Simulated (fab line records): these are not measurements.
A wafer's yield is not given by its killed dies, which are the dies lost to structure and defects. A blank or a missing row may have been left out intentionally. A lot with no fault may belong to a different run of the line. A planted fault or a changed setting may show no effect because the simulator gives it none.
Comparing a struck lot with a sound one | flow rit_cmos | 16 out of 202 route steps
Sound: these wafers, L707.1, L707.5, L707.6. Wafers L721.2, L721.4, L721.6 were the ones struck. Last of all comes the cause.
Per side, at each step with rows, come the tool, then ch with its chambers, and then its first start. Under that, the readings that differ: sound wafers | struck wafers | difference of the means | sigmas: that difference in standard deviations of wafers without a fault.
alike: readings with means less than 2 such deviations apart, plus words and numbers identical on both sides. not compared: withheld readings, readings lacking a value on some wafer, bounds such as >300 that could conceal the same value, and numbers that have no deviation in the record and whose values overlap.
A row with sigmas, a row that says differs or no value, or rows on one side alone: a step with any of these is where the two part. Non-overlapping numbers with no deviation appear without sigmas and do not part them. A reading that every wafer of one side lacks parts them only if that side has two wafers or more.

first, 4 steps without rows for these wafers: RIT_ACTIVE_SOFTBAKE_07 (time 60 s); RIT_ACTIVE_EXPOSE_08 (exposes mask M1, target cd 1400 nm); RIT_ACTIVE_PEB_09; RIT_ACTIVE_DEVELOP_10 (develop time 50 s).
RIT_ACTIVE_CD_MEAS_11: target cd 1400 nm.
  sound: cd_sem-02 at day 1 16:05; struck: cd_sem-02 at day 4 16:25
  alike: cd_nm
then, 1 step without rows for these wafers: RIT_ACTIVE_HARDBAKE_12 (time 60 s).
RIT_ACTIVE_ETCH_13: etches Si3N4 in SF6, stops on SiO2, time 210 s, target depth 210 nm.
  sound on rie_diel-02 ch 0,2,3, day 1 16:25; struck on rie_diel-02 ch 0,1,2, day 4 16:40
  reading            | sound             | struck            | difference | sigmas
  rf_fwd_power_W (W) | 125.0 124.8 124.8 | 123.6 124.0 124.6 | -0.8       | -2
  alike: SF6_flow_sccm, drypump_motor_current_A, oes_product_au, throttle_valve_pct
  not compared: rf_hours_counter_h
RIT_ACTIVE_STRIP_14: strips in O2, time 180 s.
  sound on plasma_asher-03 ch 0,1, day 1 16:33; struck on plasma_asher-01 ch 0,1, day 4 16:47
  alike: drypump_motor_current_A
  not compared: rf_hours_counter_h
RIT_ACTIVE_CD_MEAS_90: target cd 1400 nm.
  sound: cd_sem-02 at day 1 16:44; struck: cd_sem-01 at day 4 16:59
  alike: cd_nm
then, 3 steps without rows for these wafers: RIT_ACTIVE_CLEAN_15 (cleans in SC1, time 600 s); RIT_ACTIVE_CLEAN_16 (cleans in dHF, time 30 s); RIT_ACTIVE_CLEAN_17 (cleans in SC2, time 600 s).
RIT_FOX1_OXIDATION_00: target thk 350.7 nm, ox time 1130 s.
  sound on furnace-04 ch 0, day 1 18:29; struck on furnace-03 ch 0, day 4 20:59
  reading                                     | sound                | struck               | difference | sigmas
  spike_tc_centre_C (C)                       | 1100.6 1100.8 1099.9 | 1129.3 1127.1 1127.5 | +27.5      | +16
  spike_tc_load_C (C)                         | 1128 1130 1127       | 1155 1156 1155       | +27        | +9
  spike_tc_source_C (C)                       | 1128 1130 1130       | 1154 1153 1153       | +24        | +7
  tube_center_temp_C (C)                      | 1100 1100.1 1100     | 1125.1 1125.2 1125   | +25.1      | +99 or more
  tube_center_temp_C_max                      | 1102.2 1102.9 1102.8 | 1127.2 1127.7 1128.3 | +25.1      | +57
  model.SiO2_of_FOX1_OXIDATION_00.thk_nm (nm) | 342.1 338.7 340.9    | 392.7 390.8 390.2    | +50.7      |
RIT_FOX1_THK_MEAS_01:
  sound: film_metro-02 at day 1 19:47; struck: film_metro-02 at day 4 22:19
  reading             | sound       | struck      | difference | sigmas
  FOX1_OXIDE_THK (nm) | 342 339 341 | 393 391 390 | +51        | +10
then, 1 step without rows for these wafers: RIT_FOX1_WET_ETCH_02 (etches SiO2 in BOE, target depth 350 nm, time 390 s).
-- the record jumps here: 2 days lie between the struck wafers' starts before and after (it left off in module FOX1 and takes up again in module M1, whose first step shown is number 202 of the route) --
RIT_M1_PROBE_99:
  sound: prober-01 at day 3 20:26; struck: prober-01 at day 6 23:14
  alike: killed_at_front_end, killed_dies, killed_on_rim, killed_open, killed_short

WHERE THEY PART
Earliest at RIT_ACTIVE_ETCH_13; latest, in this record, at RIT_FOX1_THK_MEAS_01. Later steps at which nothing parts them and some readings are alike: RIT_M1_PROBE_99.

WHY: the cause the simulator had injected
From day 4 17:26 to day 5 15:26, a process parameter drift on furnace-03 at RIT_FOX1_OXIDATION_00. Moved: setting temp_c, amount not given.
